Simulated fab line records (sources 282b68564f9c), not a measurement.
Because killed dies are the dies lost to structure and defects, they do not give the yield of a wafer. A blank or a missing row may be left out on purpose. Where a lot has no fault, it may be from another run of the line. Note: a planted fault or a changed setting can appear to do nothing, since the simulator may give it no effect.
2 desks looking at one fault + flow ritCmos + each desk holds nothing but its own numbers, with what lay behind them at the end

METROLOGY DESK
Means of the sampled wafers that have a number, per lot and without regard to the tool the lot ran on: this is what the gauges read. The brackets show how far a lot's mean lies from the usual mean; more than 4 standard deviations puts the lot out of limits, marked OUT.
Columns: A = SPACER_NITRIDE_THK at RIT_SPACER_THK_MEAS_04, usual 250.7 nm
| lot  | first seen here | A               |
|------|-----------------|-----------------|
| L439 | day 3 03:01     | 250.8           |
| L440 | day 3 09:07     | 250.0           |
| L441 | day 3 14:21     | 252.0           |
| L442 | day 3 20:36     | 251.1           |
| L443 | day 3 23:14     | 249.2           |
| L444 | day 4 03:44     | 252.4           |
| L445 | day 4 11:26     | 250.4           |
| L447 | day 4 18:07     | 252.8           |
| L449 | day 5 07:06     | 252.8           |
| L450 | day 5 10:01     | 254.1           |
| L451 | day 5 14:50     | 339.5 (+32) OUT |
| L452 | day 5 21:30     | 338.3 (+31) OUT |
| L459 | day 7 10:47     | 250.3           |
| L461 | day 7 23:43     | 246.4           |
This desk finds L451, L452 out of limits, with the earliest case on L451 at day 5 14:50 (SPACER_NITRIDE_THK at RIT_SPACER_THK_MEAS_04). L439, L440, L441, L442, L443, L444, L445, L447, L449, L450, L459, L461 stayed within limits.

AT THE TOOL OWNER'S DESK: lpcvd-02
The tool's own readings at RIT_SPACER_CVD_03 (deposits Si3N4 from SiH2Cl2/NH3, target thk 250 nm, time 3300 s): means of the sampled wafers that have a number, for each lot that ran on this tool. The brackets show how far a lot's mean lies from the usual mean; more than 4 standard deviations puts the lot out of limits, marked OUT.
Columns: A = nh3FlowSccm at RIT_SPACER_CVD_03, usual 150.0 sccm
| lot  | first seen here | A                       |
|------|-----------------|-------------------------|
| L439 | day 3 00:08     | 150.1                   |
| L440 | day 3 07:12     | 149.7                   |
| L441 | day 3 12:26     | 150.2                   |
| L443 | day 3 21:19     | 149.7                   |
| L447 | day 4 16:11     | 149.6                   |
| L451 | day 5 12:53     | 225.2 (+99 or more) OUT |
| L452 | day 5 19:34     | 224.9 (+99 or more) OUT |
This desk's verdict: out of limits on L451, L452, starting with L451 at day 5 12:53 (nh3FlowSccm at RIT_SPACER_CVD_03). L439, L440, L441, L443, L447 stayed within limits.

TAKEN TOGETHER
On L451, L452, at day 5 12:53, an alarm was possible from the tool owner's desk.
An alarm was possible from the metrology desk at day 5 14:50, on L451, L452.
Of the lots named, all ran RIT_SPACER_CVD_03 on lpcvd-02.

WHAT THE SIMULATOR HAD PUT IN
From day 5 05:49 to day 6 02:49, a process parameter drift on lpcvd-02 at RIT_SPACER_CVD_03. From 150, the setting nh3FlowSccm moved by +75. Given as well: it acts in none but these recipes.
Shown lots that were struck: L451, L452.
Hours from the fault's start to each desk's first reading out of limits: the tool owner's desk, 7; the metrology desk, 9.
